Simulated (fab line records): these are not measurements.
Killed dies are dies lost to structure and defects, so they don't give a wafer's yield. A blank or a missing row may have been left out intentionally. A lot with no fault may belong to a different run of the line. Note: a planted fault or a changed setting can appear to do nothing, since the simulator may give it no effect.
Which of the tools did it? -- flow berkeley_cmos170 -- 7 lots, 21 wafers sampled, at 2 steps of a route of 331

== WHAT THE GAUGES READ, wafer by wafer ==
UCB170_V1_THK_MEAS_04.
lot,measured,on,V1_POLISHED_THK (nm)
L416,day 7 18:20,film_metro-03,997.6 999.5 998.7
L420,day 8 19:37,film_metro-01,1001.9 1001.2 1000.0
L424,day 9 13:04,film_metro-03,999.1 998.1 998.0
L426,day 10 06:34,film_metro-01,1000.7 1003.4 1002.5
L430,day 10 17:49,film_metro-03,1000.3 998.1 999.4
L433,day 11 15:49,film_metro-03,1962.9 1945.6 2015.7
L437,day 11 16:07,film_metro-03,1001.2 999.2 1000.2

== TOOL THAT RAN EACH LOT (tool first, then ch and the chambers of the sampled wafers, then the start) ==
lot,UCB170_V1_CMP_02
L416,"cmp-02 ch 1,2,3, day 7 18:04"
L420,"cmp-01 ch 0,1,3, day 8 19:14"
L424,"cmp-01 ch 0,2, day 9 12:38"
L426,"cmp-01 ch 2,3, day 10 06:07"
L430,"cmp-01 ch 0,2, day 10 17:26"
L433,"cmp-01 ch 0,1,3, day 11 15:23"
L437,"cmp-02 ch 0,2,3, day 11 15:44"
- UCB170_V1_CMP_02: polishes SiO2.

== THE ANSWER, worked out from the rows above alone ==
Rule: what is usual is taken from the lots themselves. Put in order of their means at a reading, lots are off if they are a third of the lots or fewer, leave a main group of 4 or more, and stand apart from it by a gap of 3 or more times the standard deviation of the main group's means; of several such gaps the widest counts. Not used: any main group whose means are identical at the precision the tables above print for the reading. Also off: a lot with no number at a reading for which 4 or more lots have one. Any other lot the step has rows for is counted as sound.
Off: L433, seen at UCB170_V1_THK_MEAS_04 (V1_POLISHED_THK). For the main group the mean is 1000.0 nm and the standard deviation 1.4.
A tool fits if, at a process step before that reading, it ran every lot that is off, and no sound lot after the first of them. Those tools and the gauges at UCB170_V1_THK_MEAS_04 are tried in the same way. One fits: UCB170_V1_CMP_02 on cmp-01. A fault onset in the window from L430 (day 10 17:26, its last sound lot) to L433 (day 11 15:23, its first lot off) fits.

== WHAT WAS PUT IN BY THE SIMULATOR ==
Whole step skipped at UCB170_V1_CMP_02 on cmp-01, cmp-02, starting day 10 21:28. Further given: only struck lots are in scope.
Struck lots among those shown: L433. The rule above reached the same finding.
